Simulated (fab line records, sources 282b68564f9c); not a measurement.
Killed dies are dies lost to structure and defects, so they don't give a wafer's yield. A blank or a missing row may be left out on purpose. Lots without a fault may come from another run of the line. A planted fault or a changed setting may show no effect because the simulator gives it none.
Which tool did it? | flow rit_cmos | 14 lots, 42 wafers sampled, at 2 steps of a route of 202

WHAT THE GAUGES READ, wafer by wafer
RIT_NRETRO_TW_MEAS_10.
lot  | measured    | on            | NRETRO_TW
L785 | day 2 07:49 | film_metro-02 | 1045 1046 1052
L786 | day 2 12:53 | film_metro-02 | 1045 1046 1046
L788 | day 2 21:17 | film_metro-03 | 1045 1054 1051
L789 | day 3 02:37 | film_metro-04 | 1060 1064 1061
L790 | day 3 08:37 | film_metro-02 | 1053 1050 1052
L791 | day 3 13:58 | film_metro-02 | 1052 1050 1053
L792 | day 3 18:50 | film_metro-02 | 1054 1053 1051
L793 | day 3 22:59 | film_metro-03 | 1051 1058 1054
L794 | day 4 05:12 | film_metro-03 | 1049 1048 1044
L799 | day 5 07:24 | film_metro-03 | 1059 1058 1053
L800 | day 5 10:25 | film_metro-03 | 1092 1090 1090
L803 | day 6 04:43 | film_metro-02 | 1082 1083 1079
L807 | day 7 01:05 | film_metro-04 | 1067 1061 1067
L808 | day 7 01:41 | film_metro-04 | 1062 1063 1060

WHICH TOOL RAN EACH LOT (tool, then ch and the chambers of the sampled wafers, then the start)
lot  | RIT_NRETRO_IMPLANT_08
L785 | implanter-03 ch 0, day 2 07:29
L786 | implanter-04 ch 0, day 2 12:34
L788 | implanter-02 ch 0, day 2 20:59
L789 | implanter-03 ch 0, day 3 02:17
L790 | implanter-02 ch 0, day 3 08:17
L791 | implanter-04 ch 0, day 3 13:39
L792 | implanter-02 ch 0, day 3 18:31
L793 | implanter-02 ch 0, day 3 22:40
L794 | implanter-04 ch 0, day 4 04:53
L799 | implanter-03 ch 0, day 5 07:07
L800 | implanter-03 ch 0, day 5 10:06
L803 | implanter-03 ch 0, day 6 04:25
L807 | implanter-02 ch 0, day 7 00:46
L808 | implanter-02 ch 0, day 7 01:22
- RIT_NRETRO_IMPLANT_08

WHAT THE TOOLS THEMSELVES READ (means of the sampled wafers that have a number; where no wafer has one, the mark that the record gives instead)
RIT_NRETRO_IMPLANT_08.
lot  | tool         | beam_energy_keV
L785 | implanter-03 | 69.995
L786 | implanter-04 | 70.015
L788 | implanter-02 | 70.002
L789 | implanter-03 | 70.010
L790 | implanter-02 | 70.003
L791 | implanter-04 | 70.010
L792 | implanter-02 | 70.013
L793 | implanter-02 | 69.997
L794 | implanter-04 | 70.008
L799 | implanter-03 | 69.983
L800 | implanter-03 | 79.094
L803 | implanter-03 | 79.105
L807 | implanter-02 | 69.998
L808 | implanter-02 | 70.008

THE ANSWER, worked out from the rows above alone
Rule: what is usual is taken from the lots themselves. Put in order of their means at a reading, lots are off if they are a third of the lots or fewer, leave a main group of 4 or more, and stand apart from it by a gap of 3 or more times the standard deviation of the main group's means; of several such gaps the widest counts. A main group whose means are all the same, to the digits that the tables above print for the reading, isn't used. A lot without any number at a reading at which 4 lots or more have one is off too. The other lots that the step has rows for count as sound. The gauges are gone through in route order, then the tools' own readings, and for those a lot's mean is taken as printed above. The first step at which some lot is off is used, and at that step the reading that is off furthest; a lot without a number counts as furthest.
Off: L800, L803, at RIT_NRETRO_IMPLANT_08 (beam_energy_keV). The main group: mean 70.004, standard deviation 0.0087.
A tool fits if, at that step or a process step before it, it ran every lot that is off, and no sound lot after the first of them. One fits: implanter-03 at RIT_NRETRO_IMPLANT_08. Its last sound lot is L799 (day 5 07:07), its first lot that is off L800 (day 5 10:06): a fault that began between those two fits.
The tool's own readings at RIT_NRETRO_IMPLANT_08 bear it out: on the lots that are off they differ by more than 5 times the standard deviation of the sound lots' means. beam_energy_keV reads 79.100 there against 70.004 on the sound lots.

WHAT THE SIMULATOR HAD PUT IN
Process parameter drift: implanter-03, from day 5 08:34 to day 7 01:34, at RIT_NRETRO_IMPLANT_08. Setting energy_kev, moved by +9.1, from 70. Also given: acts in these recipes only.
Lots struck among those shown: L800, L803. The rule above found the same.
